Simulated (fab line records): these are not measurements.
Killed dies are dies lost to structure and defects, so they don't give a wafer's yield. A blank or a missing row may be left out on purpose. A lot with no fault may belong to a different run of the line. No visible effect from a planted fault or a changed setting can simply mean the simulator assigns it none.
Split-lot study :: flow berkeley cmos170 :: 23 wafers read across 5 lots, on a route 331 steps long

SPLIT DETAILS
At UCB170_NVT_IMPLANT_07, the setting energy kev was moved away from the recipe's 50 on 11 of the 23 wafers read, by -4.0% to +4.9%. For the rest of the wafers, this setting stayed at what the recipe calls for.

FROM THE SPLIT TO THE READING: what the file shows between them, 1 step
- UCB170_NVT_STRIP_08: strips in O2

THE READING
NVT_TW, at UCB170_NVT_TW_MEAS_09. Typical for fault-free wafers on this fab line: 516.5, with standard deviation 1.9.

wafer: L074.1
tool, chamber at the split: implanter-04, 0
energy kev as run: 50
against the recipe: recipe
NVT_TW: 516.2
against lot-mates on the recipe: -

wafer: L074.2
tool, chamber at the split: implanter-04, 0
energy kev as run: 50
against the recipe: recipe
NVT_TW: 517.4
against lot-mates on the recipe: -

wafer: L074.3
tool, chamber at the split: implanter-04, 0
energy kev as run: 48.02
against the recipe: -4.0%
NVT_TW: 508.9
against lot-mates on the recipe: -7.9

wafer: L074.4
tool, chamber at the split: implanter-04, 0
energy kev as run: 48.02
against the recipe: -4.0%
NVT_TW: 508.7
against lot-mates on the recipe: -8.1

wafer: L074.5
tool, chamber at the split: implanter-04, 0
energy kev as run: 48.02
against the recipe: -4.0%
NVT_TW: 510.9
against lot-mates on the recipe: -5.9

wafer: L078.1
tool, chamber at the split: implanter-03, 0
energy kev as run: 50
against the recipe: recipe
NVT_TW: 516.8
against lot-mates on the recipe: -

wafer: L078.2
tool, chamber at the split: implanter-03, 0
energy kev as run: 50
against the recipe: recipe
NVT_TW: 515.3
against lot-mates on the recipe: -

wafer: L078.6
tool, chamber at the split: implanter-03, 0
energy kev as run: 50
against the recipe: recipe
NVT_TW: 515.7
against lot-mates on the recipe: -

wafer: L082.2
tool, chamber at the split: implanter-03, 0
energy kev as run: 50.82
against the recipe: +1.6%
NVT_TW: 519.5
against lot-mates on the recipe: +3.0

wafer: L082.3
tool, chamber at the split: implanter-03, 0
energy kev as run: 50
against the recipe: recipe
NVT_TW: 517.9
against lot-mates on the recipe: -

wafer: L082.4
tool, chamber at the split: implanter-03, 0
energy kev as run: 50.82
against the recipe: +1.6%
NVT_TW: 516.4
against lot-mates on the recipe: -0.1

wafer: L082.5
tool, chamber at the split: implanter-03, 0
energy kev as run: 50
against the recipe: recipe
NVT_TW: 515.2
against lot-mates on the recipe: -

wafer: L082.6
tool, chamber at the split: implanter-03, 0
energy kev as run: 50.82
against the recipe: +1.6%
NVT_TW: 516.4
against lot-mates on the recipe: -0.1

wafer: L080.1
tool, chamber at the split: implanter-02, 0
energy kev as run: 51.68
against the recipe: +3.4%
NVT_TW: 519.7
against lot-mates on the recipe: +3.4

wafer: L080.2
tool, chamber at the split: implanter-02, 0
energy kev as run: 51.68
against the recipe: +3.4%
NVT_TW: 523.4
against lot-mates on the recipe: +7.0

wafer: L080.3
tool, chamber at the split: implanter-02, 0
energy kev as run: 50
against the recipe: recipe
NVT_TW: 515.7
against lot-mates on the recipe: -

wafer: L080.4
tool, chamber at the split: implanter-02, 0
energy kev as run: 50
against the recipe: recipe
NVT_TW: 517.0
against lot-mates on the recipe: -

wafer: L080.6
tool, chamber at the split: implanter-02, 0
energy kev as run: 51.68
against the recipe: +3.4%
NVT_TW: 520.7
against lot-mates on the recipe: +4.4

wafer: L083.1
tool, chamber at the split: implanter-04, 0
energy kev as run: 50
against the recipe: recipe
NVT_TW: 517.7
against lot-mates on the recipe: -

wafer: L083.2
tool, chamber at the split: implanter-04, 0
energy kev as run: 50
against the recipe: recipe
NVT_TW: 516.8
against lot-mates on the recipe: -

wafer: L083.4
tool, chamber at the split: implanter-04, 0
energy kev as run: 52.47
against the recipe: +4.9%
NVT_TW: 525.7
against lot-mates on the recipe: +7.7

wafer: L083.5
tool, chamber at the split: implanter-04, 0
energy kev as run: 52.47
against the recipe: +4.9%
NVT_TW: 522.0
against lot-mates on the recipe: +4.0

wafer: L083.6
tool, chamber at the split: implanter-04, 0
energy kev as run: 50
against the recipe: recipe
NVT_TW: 519.4
against lot-mates on the recipe: -

FIT RESULTS
A straight line over all 23 wafers: NVT_TW changes by +1.54 for each +1% of energy kev; r = +0.93; the points scatter about the line by 1.5.
The same after taking each lot's own level away (the mean of its wafers on the recipe; 23 wafers): +1.49 for each +1%; r = +0.93; scatter 1.5.
The reading moves by 7.4 for the largest change in energy kev, on that fit.
The span of the lots' own levels, 515.93 to 517.97, comes to 1.1 times the standard deviation stated above.
The two slopes agree, so the slope changes little with the lot-to-lot level.
Check: for one of the wafers moved furthest among these (+4.9%), held out of the fit, the line's prediction against its lot-mates is +6.64. It came out at +7.73 against them.

OTHER SPLITS APPLIED TO THESE WAFERS
These wafers also went through other splits before the reading. Each is held against what the fit with the lots' levels taken away leaves over:
other split on the same wafers: UCB170_ZERO_COAT_01 resist thk nm
wafers away from the commonest value: 7
r with NVT_TW (lot level and that fit taken away): +0.24

other split on the same wafers: UCB170_ZERO_DEVELOP_05 dev temp c
wafers away from the commonest value: 11
r with NVT_TW (lot level and that fit taken away): -0.27

THE WHOLE CHAIN: every reading that the file lists as answering this split, in the file's order
step: UCB170_NVT_IMPLANT_07
what it does: 
reading: implant.rp nm (the simulator's own value, which no gauge read)
change (the file's fit): +0.363 nm for each +1% of the setting
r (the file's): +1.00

step: UCB170_NVT_IMPLANT_07
what it does: 
reading: implant.drp nm (the simulator's own value, which no gauge read)
change (the file's fit): +0.134 nm for each +1% of the setting
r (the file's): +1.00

step: UCB170_NVT_TW_MEAS_09
what it does: 
reading: NVT_TW
change (the file's fit): +1.41 for each +1% of the setting
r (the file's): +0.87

FILE'S OWN FIT
NVT_TW changes by +1.41 for each +1% of energy kev, r = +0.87.
